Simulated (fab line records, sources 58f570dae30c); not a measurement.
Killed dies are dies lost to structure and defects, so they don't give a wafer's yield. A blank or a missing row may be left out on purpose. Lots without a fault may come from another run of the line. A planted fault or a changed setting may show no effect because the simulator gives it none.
Which tool did it? | flow berkeley_cmos170 | 13 lots, 37 wafers sampled, at 6 steps of a route of 331

WHAT THE GAUGES READ, wafer by wafer
UCB170_SILICIDE_RS_MEAS_02: measures by four-point-probe. Usual: SILICIDE_TI_RS 26.1 ohm/sq, standard deviation 0.46.
lot  | measured     | on            | SILICIDE_TI_RS (ohm/sq) | flag
L519 | day 6 23:17  | film_metro-02 | 26.1 26.3 26.3          |
L521 | day 7 09:16  | film_metro-02 | 25.8 26.7 26.2          |
L523 | day 8 01:47  | film_metro-01 | 26.2                    |
L527 | day 8 14:17  | film_metro-02 | 26.2 26.1 25.9          |
L529 | day 9 04:41  | film_metro-02 | 26.8 26.6 27.0          |
L530 | day 9 05:01  | film_metro-04 | 26.0 25.5 25.4          |
L532 | day 9 11:56  | film_metro-02 | 26.3 26.9 26.6          |
L534 | day 9 19:29  | film_metro-01 | 25.2 25.5 25.7          |
L536 | day 10 04:22 | film_metro-04 | 25.9 26.1 26.0          |
L539 | day 10 12:25 | film_metro-02 | 25.0 25.7 24.9          |
L535 | day 10 12:56 | film_metro-01 | 26.3 26.6 26.2          |
L538 | day 10 13:03 | film_metro-04 | 25.9 25.7 25.4          |
L541 | day 10 20:32 | film_metro-04 | 25.9 26.5 25.7          |

UCB170_M1_RS_MEAS_01: measures by four-point-probe. Usual: M1_AL_RS 0.0485 ohm/sq, standard deviation 0.00045.
lot  | measured     | on            | M1_AL_RS (ohm/sq)    | flag
L519 | day 7 04:27  | film_metro-03 | 0.0493 0.0502 0.0489 |
L521 | day 7 14:10  | film_metro-04 | 0.0488 0.0484 0.0487 |
L523 | day 8 08:41  | film_metro-04 | 0.0554               | OFF
L527 | day 8 21:22  | film_metro-01 | 0.0487 0.0480 0.0486 |
L529 | day 9 11:57  | film_metro-04 | 0.0487 0.0486 0.0486 |
L530 | day 9 11:49  | film_metro-03 | 0.0487 0.0488 0.0490 |
L532 | day 9 18:05  | film_metro-04 | 0.0488 0.0489 0.0487 |
L534 | day 10 02:52 | film_metro-01 | 0.0488 0.0486 0.0487 |
L536 | day 10 11:30 | film_metro-04 | 0.0481 0.0481 0.0478 |
L539 | day 10 17:21 | film_metro-03 | 0.0477 0.0485 0.0481 |
L535 | day 10 20:07 | film_metro-01 | 0.0487 0.0485 0.0489 |
L538 | day 10 19:43 | film_metro-01 | 0.0483 0.0486 0.0485 |
L541 | day 11 05:46 | film_metro-01 | 0.0480 0.0482 0.0480 |

UCB170_M1_THK_MEAS_02: measures by xrf. Usual: M1_AL_THK 607 nm, standard deviation 6.8.
lot  | measured     | on            | M1_AL_THK (nm) | flag
L519 | day 7 04:34  | film_metro-03 | 599 589 605    |
L521 | day 7 14:17  | film_metro-04 | 604 609 607    |
L523 | day 8 08:46  | film_metro-04 | 541            | OFF
L527 | day 8 21:29  | film_metro-01 | 603 613 605    |
L529 | day 9 12:03  | film_metro-04 | 611 609 611    |
L530 | day 9 11:56  | film_metro-03 | 600 602 600    |
L532 | day 9 18:12  | film_metro-04 | 616 611 614    |
L534 | day 10 02:59 | film_metro-01 | 596 605 604    |
L536 | day 10 11:36 | film_metro-04 | 615 614 618    |
L539 | day 10 17:28 | film_metro-03 | 616 605 612    |
L535 | day 10 20:14 | film_metro-01 | 608 605 603    |
L538 | day 10 19:50 | film_metro-01 | 606 604 606    |
L541 | day 11 05:53 | film_metro-01 | 612 613 615    |

UCB170_M1_CD_MEAS_09: target cd 700 nm. Usual: cd_nm 699.8 nm, standard deviation 1.6.
lot  | measured     | on        | cd_nm (nm)        | flag
L519 | day 7 06:05  | cd_sem-01 | 698.6 700.8 700.2 |
L521 | day 7 15:19  | cd_sem-02 | 700.8 699.5 699.5 |
L523 | day 8 10:41  | cd_sem-01 | 698.9             |
L527 | day 8 22:50  | cd_sem-01 | 700.9 700.4 699.4 |
L529 | day 9 13:14  | cd_sem-01 | 703.1 702.1 704.1 |
L530 | day 9 12:58  | cd_sem-01 | 700.2 699.0 698.8 |
L532 | day 9 19:34  | cd_sem-01 | 701.6 702.0 702.7 |
L534 | day 10 04:41 | cd_sem-01 | 700.3 698.9 698.7 |
L536 | day 10 12:50 | cd_sem-01 | 701.1 701.2 699.8 |
L539 | day 10 18:41 | cd_sem-01 | 700.4 700.8 699.8 |
L535 | day 10 21:16 | cd_sem-01 | 699.3 698.4 697.8 |
L538 | day 10 20:52 | cd_sem-01 | 700.8 701.3 701.0 |
L541 | day 11 08:14 | cd_sem-01 | 699.3 698.9 699.8 |

UCB170_M1_OVL_MEAS_10. Usual: M1_OVL 1 nm, standard deviation 5.7.
lot  | measured     | on         | M1_OVL (nm) | flag
L519 | day 7 06:12  | overlay-01 | 1 1 -2      |
L521 | day 7 15:26  | overlay-02 | 2 -1 -2     |
L523 | day 8 10:45  | overlay-02 | 3           |
L527 | day 8 22:57  | overlay-01 | 2 -2 0      |
L529 | day 9 13:20  | overlay-01 | -1 -6 3     |
L530 | day 9 13:05  | overlay-02 | -6 3 -4     |
L532 | day 9 19:40  | overlay-01 | 14 12 9     |
L534 | day 10 04:48 | overlay-02 | -10 -3 -4   |
L536 | day 10 12:55 | overlay-01 | 2 -3 -1     |
L539 | day 10 18:49 | overlay-02 | 0 -8 -6     |
L535 | day 10 21:22 | overlay-01 | 7 5 8       |
L538 | day 10 20:59 | overlay-01 | -13 -7 -8   |
L541 | day 11 08:22 | overlay-01 | -3 2 3      |

WHICH TOOL RAN EACH LOT (tool, then ch and the chambers of the sampled wafers, then the start)
lot  | UCB170_M1_SPUTTER_00
L519 | pvd_sputter-01, day 7 04:22
L521 | pvd_sputter-01, day 7 14:06
L523 | pvd_sputter-01, day 8 08:34
L527 | pvd_sputter-03, day 8 21:17
L529 | pvd_sputter-03, day 9 11:51
L530 | pvd_sputter-02, day 9 11:45
L532 | pvd_sputter-02, day 9 18:01
L534 | pvd_sputter-02, day 10 02:47
L536 | pvd_sputter-02, day 10 11:24
L539 | pvd_sputter-02, day 10 17:17
L535 | pvd_sputter-02, day 10 20:00
L538 | pvd_sputter-03, day 10 19:39
L541 | pvd_sputter-03, day 11 05:43
- UCB170_M1_SPUTTER_00: material Al, target thk 600 nm, time 80 s.

WHAT THE TOOLS THEMSELVES READ (means of the sampled wafers that have a number; where no wafer has one, the mark that the record gives instead)
UCB170_M1_SPUTTER_00. Usual: throttle_valve_pct 30.3 %, standard deviation 1.2.
lot  | tool           | throttle_valve_pct (%) | flag
L519 | pvd_sputter-01 | 30.3                   |
L521 | pvd_sputter-01 | 30.9                   |
L523 | pvd_sputter-01 | 30.0                   |
L527 | pvd_sputter-03 | 29.3                   |
L529 | pvd_sputter-03 | 29.8                   |
L530 | pvd_sputter-02 | 30.7                   |
L532 | pvd_sputter-02 | 30.3                   |
L534 | pvd_sputter-02 | 30.1                   |
L536 | pvd_sputter-02 | 30.8                   |
L539 | pvd_sputter-02 | 30.6                   |
L535 | pvd_sputter-02 | 30.5                   |
L538 | pvd_sputter-03 | 28.9                   |
L541 | pvd_sputter-03 | 28.8                   |

THE ANSWER, worked out from the rows above alone
Rule: a lot is off if the mean of its wafers that have a number lies more than 3 standard deviations from the usual mean. A lot without any number at a reading at which 4 lots or more have one is off too. The other lots that the step has rows for count as sound. The gauges are gone through in route order, then the tools' own readings, and for those a lot's mean is taken as printed above. The first step at which some lot is off is used, and at that step the reading that is off furthest; a lot without a number counts as furthest.
Off: L523, at UCB170_M1_RS_MEAS_01 (M1_AL_RS).
A tool fits if, at a process step before that reading, it ran every lot that is off, and no sound lot after the first of them. The gauges at UCB170_M1_RS_MEAS_01 are tried like those tools. One fits: pvd_sputter-01 at UCB170_M1_SPUTTER_00. Its last sound lot is L521 (day 7 14:06), its first lot that is off L523 (day 8 08:34): a fault that began between those two fits.

WHAT THE SIMULATOR HAD PUT IN
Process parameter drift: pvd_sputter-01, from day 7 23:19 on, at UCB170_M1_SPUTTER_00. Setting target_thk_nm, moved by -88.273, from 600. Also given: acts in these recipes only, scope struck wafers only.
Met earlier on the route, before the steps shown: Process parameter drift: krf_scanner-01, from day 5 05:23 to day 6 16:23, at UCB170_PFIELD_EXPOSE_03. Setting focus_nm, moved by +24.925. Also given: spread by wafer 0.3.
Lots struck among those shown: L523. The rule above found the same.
